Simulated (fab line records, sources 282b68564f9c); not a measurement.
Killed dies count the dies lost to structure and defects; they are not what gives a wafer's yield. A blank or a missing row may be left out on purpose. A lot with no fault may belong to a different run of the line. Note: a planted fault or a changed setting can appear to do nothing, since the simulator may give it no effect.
Struck lot and sound lot, side by side | flow ritCmos | 21 out of 202 route steps
Sound: the wafers L686.3, L686.4, L686.6. The struck wafers were L700.3, L700.4, L700.6. At the end, the cause is stated.
At each step with rows: each side's tool, then ch and its chambers, then its first start. Under that, the readings that differ: sound wafers | struck wafers | difference of the means | sigmas: that difference in standard deviations of wafers without a fault.
alike: words and numbers the same on both sides, and readings whose means are apart by under 2 such deviations; not compared: readings that were withheld, readings missing a value for some wafer, numbers with overlapping values and no deviation given by the record, and bounds like >300 which may hide the same value.
Wherever a step has rows on one side only, a row that says differs or no value, or a row with sigmas, the two part there. Numbers that have no deviation but don't overlap get no sigmas and don't part them. A reading missing from all wafers of one side parts the sides only when that side holds two or more wafers.

first, 1 step without rows for these wafers: RIT_CONTACT_HARDBAKE_10 (time 60 s).
RIT_CONTACT_ETCH_11: etches SiO2 in CHF3/CF4/Ar, stops on TiSi2, target depth 480 nm, time 315.2 s.
  sound on rieDiel-04 ch 0,2,3, day 3 19:11; struck on rieDiel-01 ch 1,2, day 6 14:15
  alike: cf4FlowSccm, chamberPressureMTorr, drypumpMotorCurrentA, mfcArSccm, oesProductAu, throttleValvePct
  not compared: rfHoursCounterH
RIT_CONTACT_STRIP_12: strips in O2, time 180 s.
  sound on plasmaAsher-04 ch 0,1, day 3 19:26; struck on plasmaAsher-03 ch 0,1, day 6 14:30
  alike: chamberPressureMTorr, drypumpMotorCurrentA, o2FlowSccm
  not compared: rfHoursCounterH
RIT_CONTACT_CD_MEAS_90: target cd 1000 nm.
  sound on cdSem-01 at day 3 19:36; struck on cdSem-02 at day 6 14:40
  alike: cdNm
then, 2 steps without rows for these wafers: RIT_CONTACT_CLEAN_13 (cleans in SC1, time 600 s); RIT_CONTACT_CLEAN_14 (cleans in SC2, time 600 s).
RIT_M1_SPUTTER_00: material Al, target thk 400 nm, time 500 s.
  sound on pvdSputter-04 at day 3 20:04; struck on pvdSputter-04 at day 6 15:05
  alike: throttleValvePct
RIT_M1_RS_MEAS_01: measures by four-point-probe.
  sound on filmMetro-03 at day 3 20:23; struck on filmMetro-03 at day 6 15:25
  alike: M1_AL_RS
RIT_M1_THK_MEAS_02: measures by xrf.
  sound on filmMetro-03 at day 3 20:29; struck on filmMetro-03 at day 6 15:31
  alike: M1_AL_THK
then, 3 steps without rows for these wafers: RIT_M1_HMDS_03 (prime time 60 s); RIT_M1_COAT_04 (resist thk 1300 nm); RIT_M1_SOFTBAKE_05 (time 60 s).
RIT_M1_EXPOSE_06: exposes mask M12, target cd 2600 nm.
  sound on ilineStepper-01 ch 0, day 3 21:09; struck on ilineStepper-01 ch 0, day 6 16:03
reading           | sound                | struck               | difference | sigmas
exposureDoseMJCm2 | 250.09 250.13 249.87 | 245.91 245.96 245.96 | -4.09      | -18
  alike: mask, focusOffsetNm
then, 2 steps without rows for these wafers: RIT_M1_PEB_07; RIT_M1_DEVELOP_08 (develop time 68 s).
RIT_M1_CD_MEAS_09: target cd 2600 nm.
  sound on cdSem-02 at day 3 21:35; struck on cdSem-02 at day 6 16:29
reading   | sound                | struck               | difference | sigmas
cdNm (nm) | 2601.9 2601.1 2599.1 | 2573.6 2578.4 2579.3 | -23.6      | -10
RIT_M1_OVL_MEAS_10:
  sound on overlay-01 at day 3 21:40; struck on overlay-01 at day 6 16:35
  alike: M1_OVL
then, 1 step without rows for these wafers: RIT_M1_HARDBAKE_11 (time 120 s).
RIT_M1_METAL_ETCH_12: etches Al in Cl2/BCl3, stops on SiO2, time 165 s, target depth 600 nm.
  sound on rieMetal-02 ch 0,1, day 3 22:00; struck on rieMetal-01 ch 0,1, day 6 17:02
reading            | sound          | struck         | difference | sigmas
model.M1.cdNm (nm) | 2603 2601 2600 | 2573 2579 2579 | -24        | 
  alike: chamberPressureMTorr, drypumpMotorCurrentA, oesProductAu, throttleValvePct
  not compared: rfHoursCounterH
then, 1 step without rows for these wafers: RIT_M1_STRIP_13 (strips in nmp, time 600 s).
RIT_M1_PROBE_99:
  sound on prober-02 at day 4 00:18; struck on prober-01 at day 6 19:22
reading                     | sound          | struck         | difference | sigmas
model.etest.m1.widthNm (nm) | 2602 2597 2592 | 2574 2573 2579 | -22        | 
  alike: defectLimitedYield, killed_at_M0_to_M3, killedAtContacts, killedAtFrontEnd, killedDies, killedOpen, killedShort, sort_bin_3_pad_short, sort_bin_5_function, sort_bin_6_memory, sortNPass, sortYieldPct

WHERE THEY PART
Earliest at RIT_M1_EXPOSE_06; latest, in this record, at RIT_M1_CD_MEAS_09. Later steps at which nothing parts them and some readings are alike: RIT_M1_OVL_MEAS_10, RIT_M1_METAL_ETCH_12, RIT_M1_PROBE_99.

WHY: whatever the simulator had introduced
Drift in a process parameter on ilineStepper-01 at RIT_M1_EXPOSE_06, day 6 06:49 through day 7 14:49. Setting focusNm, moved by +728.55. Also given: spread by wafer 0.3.
